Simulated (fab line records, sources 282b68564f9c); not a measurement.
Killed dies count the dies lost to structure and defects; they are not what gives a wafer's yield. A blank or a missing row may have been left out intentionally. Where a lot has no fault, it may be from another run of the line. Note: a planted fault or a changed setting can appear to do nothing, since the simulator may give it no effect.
fab line records :: flow ritCmos
[record]
  lots = 13
  wafers = 39
  lastDay = 4
route steps=202 shown PRETRO@72 FOX2@80 NLDD@109 SILICIDE@165 M1@202
lots that met no fault: from a run of the same line without faults
startH: the number of hours between the record's first day and the start of the first shown wafer of the lot :: waitH: time in hours since the lot's previous step :: " same as the row above :: L1.1+2: one row covering several wafers at once :: - no value, or no start was given :: * or withheld: withheld :: < > ~ a bound
route shown NAME@n: names a module that has steps shown in the file, with the first one's number in the route :: usual: mean/standard deviation taken from wafers without a fault :: same: alike in all rows :: chamber/n: place in a boat :: sites: each site's reading :: _std_site: how widely they spread, as a standard deviation :: _edge_site: inner sites' mean taken away from outer sites' mean :: radiusMm: for every site, how far away it sits from the centre of the wafer :: mask NAME#n: copy n :: behind: the most recent tool/chamber to have shaped the wafer :: hold: the reason the lot was held/the length of the hold in hours/how it ended :: device: which transistor (n, p or np) failed to switch :: end of line: the tests these same wafers got at the end of their route :: for a step that has no rows: nothing shown but its recipe :: killed: the dies lost at the first sort to structure and to defects; this is not the yield of the wafer :: map: shows each die of a wafer: x if killed, . if not, _ if none is there
set.NAME: setting as actually run; set.NAME@STEP: the setting as run at that earlier step :: model.NAME: the simulator's own value behind a step, which no gauge read
the route's steps for a sample of lots (tables are steps, rows are wafers)
services: the hour from which a tool's chamber was out of use, counted from the record's first day as startH (under 0 if before that day), plus the number of hours and why
[[steps]]
[step RIT_PRETRO_IMPLANT_08]
[recipe]
  species = B
  energyKev = 45
  doseCm2 = 1.2e+13
  tiltDeg = 7
[usual]
  beamOnS = 9.98/0.21
  implantIonAmu = 11/0
lot.wafer: L824.2
tool: implanter-03
chamber: 0
startH: 30.79
waitH: 0.2
beamOnS: 10.15
implantIonAmu: 11

lot.wafer: L824.3
tool: implanter-03
chamber: 0
startH: 30.79
waitH: 0.2
beamOnS: 10.07
implantIonAmu: 11

lot.wafer: L824.5
tool: implanter-03
chamber: 0
startH: 30.79
waitH: 0.2
beamOnS: 10.08
implantIonAmu: 11

lot.wafer: L825.3
tool: implanter-02
chamber: 0
startH: 37.07
waitH: 0.2
beamOnS: 10.02
implantIonAmu: 11

lot.wafer: L825.5
tool: implanter-02
chamber: 0
startH: 37.07
waitH: 0.2
beamOnS: 10.10
implantIonAmu: 11

lot.wafer: L825.6
tool: implanter-02
chamber: 0
startH: 37.07
waitH: 0.2
beamOnS: 9.72
implantIonAmu: 11

lot.wafer: L826.1
tool: implanter-02
chamber: 0
startH: 41.49
waitH: 0.2
beamOnS: 9.76
implantIonAmu: 11

lot.wafer: L826.4
tool: implanter-02
chamber: 0
startH: 41.49
waitH: 0.2
beamOnS: 9.93
implantIonAmu: 11

lot.wafer: L826.6
tool: implanter-02
chamber: 0
startH: 41.49
waitH: 0.2
beamOnS: 10.28
implantIonAmu: 11

lot.wafer: L827.1
tool: implanter-04
chamber: 0
startH: 46.89
waitH: 0.2
beamOnS: 9.86
implantIonAmu: 11

lot.wafer: L827.5
tool: implanter-04
chamber: 0
startH: 46.89
waitH: 0.2
beamOnS: 10.10
implantIonAmu: 11

lot.wafer: L827.6
tool: implanter-04
chamber: 0
startH: 46.89
waitH: 0.2
beamOnS: 10.07
implantIonAmu: 11

lot.wafer: L828.4
tool: implanter-02
chamber: 0
startH: 50.84
waitH: 0.2
beamOnS: 9.81
implantIonAmu: 11

lot.wafer: L828.5
tool: implanter-02
chamber: 0
startH: 50.84
waitH: 0.2
beamOnS: 9.67
implantIonAmu: 11

lot.wafer: L828.6
tool: implanter-02
chamber: 0
startH: 50.84
waitH: 0.2
beamOnS: 10.07
implantIonAmu: 11

lot.wafer: L829.1
tool: implanter-04
chamber: 0
startH: 55.70
waitH: 0.2
beamOnS: 10.27
implantIonAmu: 11

lot.wafer: L829.2
tool: implanter-04
chamber: 0
startH: 55.70
waitH: 0.2
beamOnS: 10.23
implantIonAmu: 11

lot.wafer: L829.4
tool: implanter-04
chamber: 0
startH: 55.70
waitH: 0.2
beamOnS: 10.31
implantIonAmu: 11

lot.wafer: L830.1
tool: implanter-04
chamber: 0
startH: 61.33
waitH: 0.2
beamOnS: 9.84
implantIonAmu: 11

lot.wafer: L830.2
tool: implanter-04
chamber: 0
startH: 61.33
waitH: 0.2
beamOnS: 10.01
implantIonAmu: 11

lot.wafer: L830.3
tool: implanter-04
chamber: 0
startH: 61.33
waitH: 0.2
beamOnS: 10.02
implantIonAmu: 11

lot.wafer: L831.1
tool: implanter-04
chamber: 0
startH: 65.67
waitH: 0.2
beamOnS: 9.86
implantIonAmu: 11

lot.wafer: L831.2
tool: implanter-04
chamber: 0
startH: 65.67
waitH: 0.2
beamOnS: 10.35
implantIonAmu: 11

lot.wafer: L831.4
tool: implanter-04
chamber: 0
startH: 65.67
waitH: 0.2
beamOnS: 9.78
implantIonAmu: 11

lot.wafer: L832.2
tool: implanter-04
chamber: 0
startH: 71.33
waitH: 0.2
beamOnS: 9.75
implantIonAmu: 11

lot.wafer: L832.4
tool: implanter-04
chamber: 0
startH: 71.33
waitH: 0.2
beamOnS: 10.12
implantIonAmu: 11

lot.wafer: L832.6
tool: implanter-04
chamber: 0
startH: 71.33
waitH: 0.2
beamOnS: 9.81
implantIonAmu: 11

lot.wafer: L834.1
tool: implanter-02
chamber: 0
startH: 81.88
waitH: 0.2
beamOnS: 10.08
implantIonAmu: 49

lot.wafer: L834.3
tool: implanter-02
chamber: 0
startH: 81.88
waitH: 0.2
beamOnS: 9.76
implantIonAmu: 49

lot.wafer: L834.5
tool: implanter-02
chamber: 0
startH: 81.88
waitH: 0.2
beamOnS: 10.06
implantIonAmu: 49

lot.wafer: L835.1
tool: implanter-03
chamber: 0
startH: 86.67
waitH: 0.2
beamOnS: 9.65
implantIonAmu: 49

lot.wafer: L835.5
tool: implanter-03
chamber: 0
startH: 86.67
waitH: 0.2
beamOnS: 10.03
implantIonAmu: 49

lot.wafer: L835.6
tool: implanter-03
chamber: 0
startH: 86.67
waitH: 0.2
beamOnS: 9.89
implantIonAmu: 49

lot.wafer: L836.2
tool: implanter-04
chamber: 0
startH: 90.97
waitH: 0.2
beamOnS: 10.10
implantIonAmu: 49

lot.wafer: L836.4
tool: implanter-04
chamber: 0
startH: 90.97
waitH: 0.2
beamOnS: 10.07
implantIonAmu: 49

lot.wafer: L836.5
tool: implanter-04
chamber: 0
startH: 90.97
waitH: 0.2
beamOnS: 10.00
implantIonAmu: 49

lot.wafer: L837.1
tool: implanter-03
chamber: 0
startH: 96.35
waitH: 0.2
beamOnS: 10.08
implantIonAmu: 49

lot.wafer: L837.5
tool: implanter-03
chamber: 0
startH: 96.35
waitH: 0.2
beamOnS: 10.03
implantIonAmu: 49

lot.wafer: L837.6
tool: implanter-03
chamber: 0
startH: 96.35
waitH: 0.2
beamOnS: 9.80
implantIonAmu: 49
[step RIT_PRETRO_TW_MEAS_10]
[usual]
  PRETRO_TW = 480/3.5
lot.wafer: L824.2
tool: filmMetro-01
chamber: -
startH: 31.10
waitH: 0.1
hold: -
PRETRO_TW: 479

lot.wafer: L824.3
tool: filmMetro-01
chamber: -
startH: 31.10
waitH: 0.1
hold: -
PRETRO_TW: 481

lot.wafer: L824.5
tool: filmMetro-01
chamber: -
startH: 31.10
waitH: 0.1
hold: -
PRETRO_TW: 481

lot.wafer: L825.3
tool: filmMetro-02
chamber: -
startH: 37.37
waitH: 0.1
hold: -
PRETRO_TW: 477

lot.wafer: L825.5
tool: filmMetro-02
chamber: -
startH: 37.37
waitH: 0.1
hold: -
PRETRO_TW: 474

lot.wafer: L825.6
tool: filmMetro-02
chamber: -
startH: 37.37
waitH: 0.1
hold: -
PRETRO_TW: 474

lot.wafer: L826.1
tool: filmMetro-04
chamber: -
startH: 41.81
waitH: 0.1
hold: -
PRETRO_TW: 480

lot.wafer: L826.4
tool: filmMetro-04
chamber: -
startH: 41.81
waitH: 0.1
hold: -
PRETRO_TW: 482

lot.wafer: L826.6
tool: filmMetro-04
chamber: -
startH: 41.81
waitH: 0.1
hold: -
PRETRO_TW: 480

lot.wafer: L827.1
tool: filmMetro-01
chamber: -
startH: 47.22
waitH: 0.1
hold: -
PRETRO_TW: 480

lot.wafer: L827.5
tool: filmMetro-01
chamber: -
startH: 47.22
waitH: 0.1
hold: -
PRETRO_TW: 479

lot.wafer: L827.6
tool: filmMetro-01
chamber: -
startH: 47.22
waitH: 0.1
hold: -
PRETRO_TW: 480

lot.wafer: L828.4
tool: filmMetro-04
chamber: -
startH: 51.12
waitH: 0.1
hold: -
PRETRO_TW: 478

lot.wafer: L828.5
tool: filmMetro-04
chamber: -
startH: 51.12
waitH: 0.1
hold: -
PRETRO_TW: 475

lot.wafer: L828.6
tool: filmMetro-04
chamber: -
startH: 51.12
waitH: 0.1
hold: -
PRETRO_TW: 475

lot.wafer: L829.1
tool: filmMetro-02
chamber: -
startH: 56.02
waitH: 0.1
hold: -
PRETRO_TW: 474

lot.wafer: L829.2
tool: filmMetro-02
chamber: -
startH: 56.02
waitH: 0.1
hold: -
PRETRO_TW: 475

lot.wafer: L829.4
tool: filmMetro-02
chamber: -
startH: 56.02
waitH: 0.1
hold: -
PRETRO_TW: 474

lot.wafer: L830.1
tool: filmMetro-02
chamber: -
startH: 61.65
waitH: 0.1
hold: -
PRETRO_TW: 472

lot.wafer: L830.2
tool: filmMetro-02
chamber: -
startH: 61.65
waitH: 0.1
hold: -
PRETRO_TW: 477

lot.wafer: L830.3
tool: filmMetro-02
chamber: -
startH: 61.65
waitH: 0.1
hold: -
PRETRO_TW: 476

lot.wafer: L831.1
tool: filmMetro-01
chamber: -
startH: 66.00
waitH: 0.1
hold: -
PRETRO_TW: 481

lot.wafer: L831.2
tool: filmMetro-01
chamber: -
startH: 66.00
waitH: 0.1
hold: -
PRETRO_TW: 481

lot.wafer: L831.4
tool: filmMetro-01
chamber: -
startH: 66.00
waitH: 0.1
hold: -
PRETRO_TW: 481

lot.wafer: L832.2
tool: filmMetro-01
chamber: -
startH: 71.64
waitH: 0.1
hold: -
PRETRO_TW: 482

lot.wafer: L832.4
tool: filmMetro-01
chamber: -
startH: 71.64
waitH: 0.1
hold: -
PRETRO_TW: 484

lot.wafer: L832.6
tool: filmMetro-01
chamber: -
startH: 71.64
waitH: 0.1
hold: -
PRETRO_TW: 483

lot.wafer: L834.1
tool: filmMetro-04
chamber: -
startH: 82.21
waitH: 0.1
hold: awaitDispo/0.2h/release
PRETRO_TW: 788

lot.wafer: L834.3
tool: filmMetro-04
chamber: -
startH: 82.21
waitH: 0.1
hold: awaitDispo/0.2h/release
PRETRO_TW: 794

lot.wafer: L834.5
tool: filmMetro-04
chamber: -
startH: 82.21
waitH: 0.1
hold: awaitDispo/0.2h/release
PRETRO_TW: 792

lot.wafer: L834.1
tool: filmMetro-04
chamber: -
startH: 82.43
waitH: 0.2
hold: -
PRETRO_TW: 794

lot.wafer: L834.3
tool: filmMetro-04
chamber: -
startH: 82.43
waitH: 0.2
hold: -
PRETRO_TW: 795

lot.wafer: L834.5
tool: filmMetro-04
chamber: -
startH: 82.43
waitH: 0.2
hold: -
PRETRO_TW: 792

lot.wafer: L835.1
tool: filmMetro-02
chamber: -
startH: 87.00
waitH: 0.1
hold: awaitDispo/0.2h/release
PRETRO_TW: 795

lot.wafer: L835.5
tool: filmMetro-02
chamber: -
startH: 87.00
waitH: 0.1
hold: awaitDispo/0.2h/release
PRETRO_TW: 794

lot.wafer: L835.6
tool: filmMetro-02
chamber: -
startH: 87.00
waitH: 0.1
hold: awaitDispo/0.2h/release
PRETRO_TW: 791

lot.wafer: L835.1
tool: filmMetro-02
chamber: -
startH: 87.22
waitH: 0.2
hold: -
PRETRO_TW: 795

lot.wafer: L835.5
tool: filmMetro-02
chamber: -
startH: 87.22
waitH: 0.2
hold: -
PRETRO_TW: 789

lot.wafer: L835.6
tool: filmMetro-02
chamber: -
startH: 87.22
waitH: 0.2
hold: -
PRETRO_TW: 795

lot.wafer: L836.2
tool: filmMetro-01
chamber: -
startH: 91.28
waitH: 0.1
hold: awaitDispo/0.2h/release
PRETRO_TW: 800

lot.wafer: L836.4
tool: filmMetro-01
chamber: -
startH: 91.28
waitH: 0.1
hold: awaitDispo/0.2h/release
PRETRO_TW: 798

lot.wafer: L836.5
tool: filmMetro-01
chamber: -
startH: 91.28
waitH: 0.1
hold: awaitDispo/0.2h/release
PRETRO_TW: 800

lot.wafer: L836.2
tool: filmMetro-01
chamber: -
startH: 91.50
waitH: 0.2
hold: -
PRETRO_TW: 798

lot.wafer: L836.4
tool: filmMetro-01
chamber: -
startH: 91.50
waitH: 0.2
hold: -
PRETRO_TW: 800

lot.wafer: L836.5
tool: filmMetro-01
chamber: -
startH: 91.50
waitH: 0.2
hold: -
PRETRO_TW: 796

lot.wafer: L837.1
tool: filmMetro-01
chamber: -
startH: 96.68
waitH: 0.1
hold: awaitDispo/0.2h/release
PRETRO_TW: 799

lot.wafer: L837.5
tool: filmMetro-01
chamber: -
startH: 96.68
waitH: 0.1
hold: awaitDispo/0.2h/release
PRETRO_TW: 798

lot.wafer: L837.6
tool: filmMetro-01
chamber: -
startH: 96.68
waitH: 0.1
hold: awaitDispo/0.2h/release
PRETRO_TW: 800

lot.wafer: L837.1
tool: filmMetro-01
chamber: -
startH: 96.91
waitH: 0.2
hold: -
PRETRO_TW: 804

lot.wafer: L837.5
tool: filmMetro-01
chamber: -
startH: 96.91
waitH: 0.2
hold: -
PRETRO_TW: 800

lot.wafer: L837.6
tool: filmMetro-01
chamber: -
startH: 96.91
waitH: 0.2
hold: -
PRETRO_TW: 798
[step RIT_FOX2_THK_MEAS_91]
[recipe]
  reads = SiO2_of_FOX2_OXIDATION_00
[usual]
  FIELD_OXIDE_LEFT_2_THK = 255/6.3
lot.wafer: L824.2
tool: filmMetro-01
chamber: -
startH: 31.60
waitH: 0.0
FIELD_OXIDE_LEFT_2_THK[nm]: 265

lot.wafer: L824.3
tool: filmMetro-01
chamber: -
startH: 31.60
waitH: 0.0
FIELD_OXIDE_LEFT_2_THK[nm]: 264

lot.wafer: L824.5
tool: filmMetro-01
chamber: -
startH: 31.60
waitH: 0.0
FIELD_OXIDE_LEFT_2_THK[nm]: 264

lot.wafer: L825.3
tool: filmMetro-02
chamber: -
startH: 37.86
waitH: 0.0
FIELD_OXIDE_LEFT_2_THK[nm]: 248

lot.wafer: L825.5
tool: filmMetro-02
chamber: -
startH: 37.86
waitH: 0.0
FIELD_OXIDE_LEFT_2_THK[nm]: 253

lot.wafer: L825.6
tool: filmMetro-02
chamber: -
startH: 37.86
waitH: 0.0
FIELD_OXIDE_LEFT_2_THK[nm]: 251

lot.wafer: L826.1
tool: filmMetro-01
chamber: -
startH: 42.32
waitH: 0.0
FIELD_OXIDE_LEFT_2_THK[nm]: 249

lot.wafer: L826.4
tool: filmMetro-01
chamber: -
startH: 42.32
waitH: 0.0
FIELD_OXIDE_LEFT_2_THK[nm]: 247

lot.wafer: L826.6
tool: filmMetro-01
chamber: -
startH: 42.32
waitH: 0.0
FIELD_OXIDE_LEFT_2_THK[nm]: 254

lot.wafer: L827.1
tool: filmMetro-03
chamber: -
startH: 47.73
waitH: 0.0
FIELD_OXIDE_LEFT_2_THK[nm]: 258

lot.wafer: L827.5
tool: filmMetro-03
chamber: -
startH: 47.73
waitH: 0.0
FIELD_OXIDE_LEFT_2_THK[nm]: 257

lot.wafer: L827.6
tool: filmMetro-03
chamber: -
startH: 47.73
waitH: 0.0
FIELD_OXIDE_LEFT_2_THK[nm]: 254

lot.wafer: L828.4
tool: filmMetro-03
chamber: -
startH: 51.62
waitH: 0.0
FIELD_OXIDE_LEFT_2_THK[nm]: 253

lot.wafer: L828.5
tool: filmMetro-03
chamber: -
startH: 51.62
waitH: 0.0
FIELD_OXIDE_LEFT_2_THK[nm]: 249

lot.wafer: L828.6
tool: filmMetro-03
chamber: -
startH: 51.62
waitH: 0.0
FIELD_OXIDE_LEFT_2_THK[nm]: 247

lot.wafer: L829.1
tool: filmMetro-01
chamber: -
startH: 56.52
waitH: 0.0
FIELD_OXIDE_LEFT_2_THK[nm]: 256

lot.wafer: L829.2
tool: filmMetro-01
chamber: -
startH: 56.52
waitH: 0.0
FIELD_OXIDE_LEFT_2_THK[nm]: 254

lot.wafer: L829.4
tool: filmMetro-01
chamber: -
startH: 56.52
waitH: 0.0
FIELD_OXIDE_LEFT_2_THK[nm]: 257

lot.wafer: L830.1
tool: filmMetro-01
chamber: -
startH: 62.13
waitH: 0.0
FIELD_OXIDE_LEFT_2_THK[nm]: 253

lot.wafer: L830.2
tool: filmMetro-01
chamber: -
startH: 62.13
waitH: 0.0
FIELD_OXIDE_LEFT_2_THK[nm]: 255

lot.wafer: L830.3
tool: filmMetro-01
chamber: -
startH: 62.13
waitH: 0.0
FIELD_OXIDE_LEFT_2_THK[nm]: 253

lot.wafer: L831.1
tool: filmMetro-01
chamber: -
startH: 66.47
waitH: 0.0
FIELD_OXIDE_LEFT_2_THK[nm]: 254

lot.wafer: L831.2
tool: filmMetro-01
chamber: -
startH: 66.47
waitH: 0.0
FIELD_OXIDE_LEFT_2_THK[nm]: 251

lot.wafer: L831.4
tool: filmMetro-01
chamber: -
startH: 66.47
waitH: 0.0
FIELD_OXIDE_LEFT_2_THK[nm]: 255

lot.wafer: L832.2
tool: filmMetro-01
chamber: -
startH: 72.12
waitH: 0.0
FIELD_OXIDE_LEFT_2_THK[nm]: 253

lot.wafer: L832.4
tool: filmMetro-01
chamber: -
startH: 72.12
waitH: 0.0
FIELD_OXIDE_LEFT_2_THK[nm]: 251

lot.wafer: L832.6
tool: filmMetro-01
chamber: -
startH: 72.12
waitH: 0.0
FIELD_OXIDE_LEFT_2_THK[nm]: 254
[step RIT_NLDD_OVL_MEAS_06]
[usual]
  NLDD_OVL = 0.7/1.5
lot.wafer: L824.2
tool: overlay-02
chamber: -
startH: 41.09
waitH: -
NLDD_OVL[nm]: 0.1

lot.wafer: L824.3
tool: overlay-02
chamber: -
startH: 41.09
waitH: -
NLDD_OVL[nm]: 1.7

lot.wafer: L824.5
tool: overlay-02
chamber: -
startH: 41.09
waitH: -
NLDD_OVL[nm]: -1.5

lot.wafer: L825.3
tool: overlay-02
chamber: -
startH: 47.16
waitH: -
NLDD_OVL[nm]: 0.8

lot.wafer: L825.5
tool: overlay-02
chamber: -
startH: 47.16
waitH: -
NLDD_OVL[nm]: 1.5

lot.wafer: L825.6
tool: overlay-02
chamber: -
startH: 47.16
waitH: -
NLDD_OVL[nm]: 0.3

lot.wafer: L826.1
tool: overlay-01
chamber: -
startH: 50.85
waitH: -
NLDD_OVL[nm]: 1.9

lot.wafer: L826.4
tool: overlay-01
chamber: -
startH: 50.85
waitH: -
NLDD_OVL[nm]: 1.6

lot.wafer: L826.6
tool: overlay-01
chamber: -
startH: 50.85
waitH: -
NLDD_OVL[nm]: 1.2

lot.wafer: L827.1
tool: overlay-01
chamber: -
startH: 56.38
waitH: -
NLDD_OVL[nm]: 1.7

lot.wafer: L827.5
tool: overlay-01
chamber: -
startH: 56.38
waitH: -
NLDD_OVL[nm]: -0.6

lot.wafer: L827.6
tool: overlay-01
chamber: -
startH: 56.38
waitH: -
NLDD_OVL[nm]: 0.3

lot.wafer: L828.4
tool: overlay-01
chamber: -
startH: 60.76
waitH: -
NLDD_OVL[nm]: 1.9

lot.wafer: L828.5
tool: overlay-01
chamber: -
startH: 60.76
waitH: -
NLDD_OVL[nm]: 1.6

lot.wafer: L828.6
tool: overlay-01
chamber: -
startH: 60.76
waitH: -
NLDD_OVL[nm]: -0.2

lot.wafer: L829.1
tool: overlay-02
chamber: -
startH: 65.82
waitH: -
NLDD_OVL[nm]: 2.0

lot.wafer: L829.2
tool: overlay-02
chamber: -
startH: 65.82
waitH: -
NLDD_OVL[nm]: 2.9

lot.wafer: L829.4
tool: overlay-02
chamber: -
startH: 65.82
waitH: -
NLDD_OVL[nm]: 1.8

lot.wafer: L830.1
tool: overlay-01
chamber: -
startH: 72.25
waitH: -
NLDD_OVL[nm]: 2.4

lot.wafer: L830.2
tool: overlay-01
chamber: -
startH: 72.25
waitH: -
NLDD_OVL[nm]: 2.5

lot.wafer: L830.3
tool: overlay-01
chamber: -
startH: 72.25
waitH: -
NLDD_OVL[nm]: 3.0

lot.wafer: L831.1
tool: overlay-02
chamber: -
startH: 75.38
waitH: -
NLDD_OVL[nm]: 2.3

lot.wafer: L831.2
tool: overlay-02
chamber: -
startH: 75.38
waitH: -
NLDD_OVL[nm]: 3.9

lot.wafer: L831.4
tool: overlay-02
chamber: -
startH: 75.38
waitH: -
NLDD_OVL[nm]: 1.6

lot.wafer: L832.2
tool: overlay-02
chamber: -
startH: 80.89
waitH: -
NLDD_OVL[nm]: -0.7

lot.wafer: L832.4
tool: overlay-02
chamber: -
startH: 80.89
waitH: -
NLDD_OVL[nm]: -0.3

lot.wafer: L832.6
tool: overlay-02
chamber: -
startH: 80.89
waitH: -
NLDD_OVL[nm]: -1.5
[step RIT_SILICIDE_RTA_04]
[recipe]
  tempC = 650
  timeS = 10
  idleTempC = 25
  rampUpS = 5
  rampDownS = 5
  coolToC = 25
  ambient = N2
[usual]
  wafer_temp_C_max = 652.7/1.1
[same]
  timeS = 10
lot.wafer: L824.2
tool: rtpAnneal-01
chamber: 0
startH: 50.27
waitH: 0.1
wafer_temp_C_max: 651.5

lot.wafer: L824.3
tool: rtpAnneal-01
chamber: 0
startH: 50.27
waitH: 0.1
wafer_temp_C_max: 651.2

lot.wafer: L824.5
tool: rtpAnneal-01
chamber: 0
startH: 50.27
waitH: 0.1
wafer_temp_C_max: 652.1

lot.wafer: L825.3
tool: rtpAnneal-02
chamber: 0
startH: 56.08
waitH: 0.1
wafer_temp_C_max: 653.6

lot.wafer: L825.5
tool: rtpAnneal-02
chamber: 0
startH: 56.08
waitH: 0.1
wafer_temp_C_max: 654.6

lot.wafer: L825.6
tool: rtpAnneal-02
chamber: 0
startH: 56.08
waitH: 0.1
wafer_temp_C_max: 653.4

lot.wafer: L826.1
tool: rtpAnneal-01
chamber: 0
startH: 59.87
waitH: 0.1
wafer_temp_C_max: 652.1

lot.wafer: L826.4
tool: rtpAnneal-01
chamber: 0
startH: 59.87
waitH: 0.1
wafer_temp_C_max: 651.9

lot.wafer: L826.6
tool: rtpAnneal-01
chamber: 0
startH: 59.87
waitH: 0.1
wafer_temp_C_max: 652.0

lot.wafer: L827.1
tool: rtpAnneal-02
chamber: 0
startH: 65.25
waitH: 0.1
wafer_temp_C_max: 653.0

lot.wafer: L827.5
tool: rtpAnneal-02
chamber: 0
startH: 65.25
waitH: 0.1
wafer_temp_C_max: 653.6

lot.wafer: L827.6
tool: rtpAnneal-02
chamber: 0
startH: 65.25
waitH: 0.1
wafer_temp_C_max: 653.5

lot.wafer: L828.4
tool: rtpAnneal-01
chamber: 0
startH: 69.52
waitH: 0.1
wafer_temp_C_max: 652.1

lot.wafer: L828.5
tool: rtpAnneal-01
chamber: 0
startH: 69.52
waitH: 0.1
wafer_temp_C_max: 652.3

lot.wafer: L828.6
tool: rtpAnneal-01
chamber: 0
startH: 69.52
waitH: 0.1
wafer_temp_C_max: 651.7

lot.wafer: L829.1
tool: rtpAnneal-02
chamber: 0
startH: 75.77
waitH: 0.1
wafer_temp_C_max: 653.2

lot.wafer: L829.2
tool: rtpAnneal-02
chamber: 0
startH: 75.77
waitH: 0.1
wafer_temp_C_max: 654.2

lot.wafer: L829.4
tool: rtpAnneal-02
chamber: 0
startH: 75.77
waitH: 0.1
wafer_temp_C_max: 654.7

lot.wafer: L830.1
tool: rtpAnneal-01
chamber: 0
startH: 81.40
waitH: 0.1
wafer_temp_C_max: 652.0

lot.wafer: L830.2
tool: rtpAnneal-01
chamber: 0
startH: 81.40
waitH: 0.1
wafer_temp_C_max: 652.3

lot.wafer: L830.3
tool: rtpAnneal-01
chamber: 0
startH: 81.40
waitH: 0.1
wafer_temp_C_max: 652.2

lot.wafer: L831.1
tool: rtpAnneal-02
chamber: 0
startH: 84.87
waitH: 0.1
wafer_temp_C_max: 654.3

lot.wafer: L831.2
tool: rtpAnneal-02
chamber: 0
startH: 84.87
waitH: 0.1
wafer_temp_C_max: 653.7

lot.wafer: L831.4
tool: rtpAnneal-02
chamber: 0
startH: 84.87
waitH: 0.1
wafer_temp_C_max: 654.6

lot.wafer: L832.2
tool: rtpAnneal-01
chamber: 0
startH: 89.81
waitH: 0.1
wafer_temp_C_max: 653.3

lot.wafer: L832.4
tool: rtpAnneal-01
chamber: 0
startH: 89.81
waitH: 0.1
wafer_temp_C_max: 651.9

lot.wafer: L832.6
tool: rtpAnneal-01
chamber: 0
startH: 89.81
waitH: 0.1
wafer_temp_C_max: 652.3
[step RIT_M1_PROBE_99]
[usual]
  defectLimitedYield = 97.4/1.2
  killedAtContacts = 0.1/0.29
  killedAtFrontEnd = 7/3
  killedDies = 7/3
  killedOpen = 3.5/2
  killedShort = 3.4/2
  sort_bin_3_pad_short = 0.1/0.19
  sort_bin_5_function = 1.5/0.77
  sort_bin_6_memory = 1.0/0.7
  sortNPass = 257/3
  sortYieldPct = 97.4/1.2
[same]
  grossDies = 264
  killed_at_M0_to_M3 = 0
  killed_at_M4_up = 0
  killedAtBackSide = 0
  killedAtOther = 0
lot.wafer: L824.2
tool: prober-01
chamber: -
startH: 56.76
waitH: 0.1
defectLimitedYield[%]: 97.7
killedAtContacts: 0
killedAtFrontEnd: 6
killedDies: 6
killedOpen: 2
killedShort: 4
sort_bin_3_pad_short[%]: 0
sort_bin_5_function[%]: 1.1
sort_bin_6_memory[%]: 1.1
sortNPass: 258
sortYieldPct[%]: 97.7

lot.wafer: L824.3
tool: prober-01
chamber: -
startH: 56.81
waitH: 0.2
defectLimitedYield[%]: 96.6
killedAtContacts: 0
killedAtFrontEnd: 9
killedDies: 9
killedOpen: 3
killedShort: 6
sort_bin_3_pad_short[%]: 0
sort_bin_5_function[%]: 1.5
sort_bin_6_memory[%]: 1.9
sortNPass: 255
sortYieldPct[%]: 96.6

lot.wafer: L824.5
tool: prober-01
chamber: -
startH: 56.91
waitH: 0.2
defectLimitedYield[%]: 96.6
killedAtContacts: 0
killedAtFrontEnd: 9
killedDies: 9
killedOpen: 4
killedShort: 5
sort_bin_3_pad_short[%]: 0
sort_bin_5_function[%]: 1.5
sort_bin_6_memory[%]: 1.9
sortNPass: 255
sortYieldPct[%]: 96.6

lot.wafer: L831.1
tool: prober-02
chamber: -
startH: 91.39
waitH: 0.1
defectLimitedYield[%]: 95.5
killedAtContacts: 0
killedAtFrontEnd: 12
killedDies: 12
killedOpen: 9
killedShort: 3
sort_bin_3_pad_short[%]: 0.4
sort_bin_5_function[%]: 2.3
sort_bin_6_memory[%]: 1.9
sortNPass: 252
sortYieldPct[%]: 95.5

lot.wafer: L831.2
tool: prober-02
chamber: -
startH: 91.44
waitH: 0.1
defectLimitedYield[%]: 98.1
killedAtContacts: 0
killedAtFrontEnd: 5
killedDies: 5
killedOpen: 2
killedShort: 3
sort_bin_3_pad_short[%]: 0
sort_bin_5_function[%]: 1.1
sort_bin_6_memory[%]: 0.8
sortNPass: 259
sortYieldPct[%]: 98.1

lot.wafer: L831.4
tool: prober-02
chamber: -
startH: 91.54
waitH: 0.2
defectLimitedYield[%]: 96.2
killedAtContacts: 0
killedAtFrontEnd: 10
killedDies: 10
killedOpen: 4
killedShort: 6
sort_bin_3_pad_short[%]: 0
sort_bin_5_function[%]: 1.1
sort_bin_6_memory[%]: 2.7
sortNPass: 254
sortYieldPct[%]: 96.2
// killed by level:class
L824.2 SILICIDE:geometricParticle:short=2 FOX2:geometricParticle:open=1 REOX:geometricParticle:short=1 SPACER:geometricParticle:short=1 SPACER:geometricParticle:open=1
L824.3 REOX:geometricParticle:short=3 FOX2:geometricParticle:short=1 GATE:geometricParticle:open=1 GATE:geometricParticle:short=1 REOX:geometricParticle:open=1 SPACER:geometricParticle:short=1 SILICIDE:geometricParticle:open=1
L824.5 GATE:geometricParticle:open=3 GATE:geometricParticle:short=2 SPACER:geometricParticle:short=2 FOX1:geometricParticle:short=1 FOX1:geometricParticle:open=1
L831.1 GATE:geometricParticle:open=4 SILICIDE:geometricParticle:open=3 GATE:geometricParticle:short=2 REOX:geometricParticle:open=1 SPACER:geometricParticle:open=1 SILICIDE:geometricParticle:short=1
L831.2 GATE:geometricParticle:short=2 FOX2:geometricParticle:open=1 GATE:geometricParticle:open=1 SILICIDE:geometricParticle:short=1
L831.4 SILICIDE:geometricParticle:short=3 FOX1:geometricParticle:short=2 SPACER:geometricParticle:open=2 FOX1:geometricParticle:open=1 REOX:geometricParticle:open=1 SPACER:geometricParticle:short=1
[[services]]
tool: implanter-03
chamber: -
startH: 10.71
hours: 1.0
kind: repair

tool: implanter-02
chamber: -
startH: 17.30
hours: 0.5
kind: repair

tool: implanter-03
chamber: -
startH: 53.75
hours: 17.6
kind: repair

tool: implanter-02
chamber: -
startH: 58.08
hours: 7.7
kind: repair

tool: implanter-04
chamber: -
startH: 91.54
hours: 2.0
kind: repair
[[key]]
[firstSign]
  step = RIT_PRETRO_IMPLANT_08
  reading = implantIonAmu
  direction = up
  sigmas = 99+
  usual = 11
  struck = 49
[effect]
  step = RIT_PRETRO_TW_MEAS_10
  reading = visit
  direction = added
[effect]
  step = RIT_PRETRO_TW_MEAS_10
  reading = PRETRO_TW
  direction = up
  sigmas = 90
  usual = 480
  struck = 796
metAt RIT_PRETRO_IMPLANT_08
struckLots L834,L835,L836,L837
scrappedBehind RIT_PRETRO_TW_MEAS_10 L834.1,L834.3,L834.5,L835.1,L835.5,L835.6,L836.2,L836.4,L836.5,L837.1,L837.5,L837.6
notActingAt RIT_FOX2_THK_MEAS_91,RIT_NLDD_OVL_MEAS_06,RIT_SILICIDE_RTA_04
onsetBetween 71.33 81.88
[fault]
  kind = wrongRecipeDownload
  tool = implanter-02,implanter-03,implanter-04
  chamber = -
  onsetH = 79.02
  steps = RIT_PRETRO_IMPLANT_08
  wrongRecipe.notListed = 1
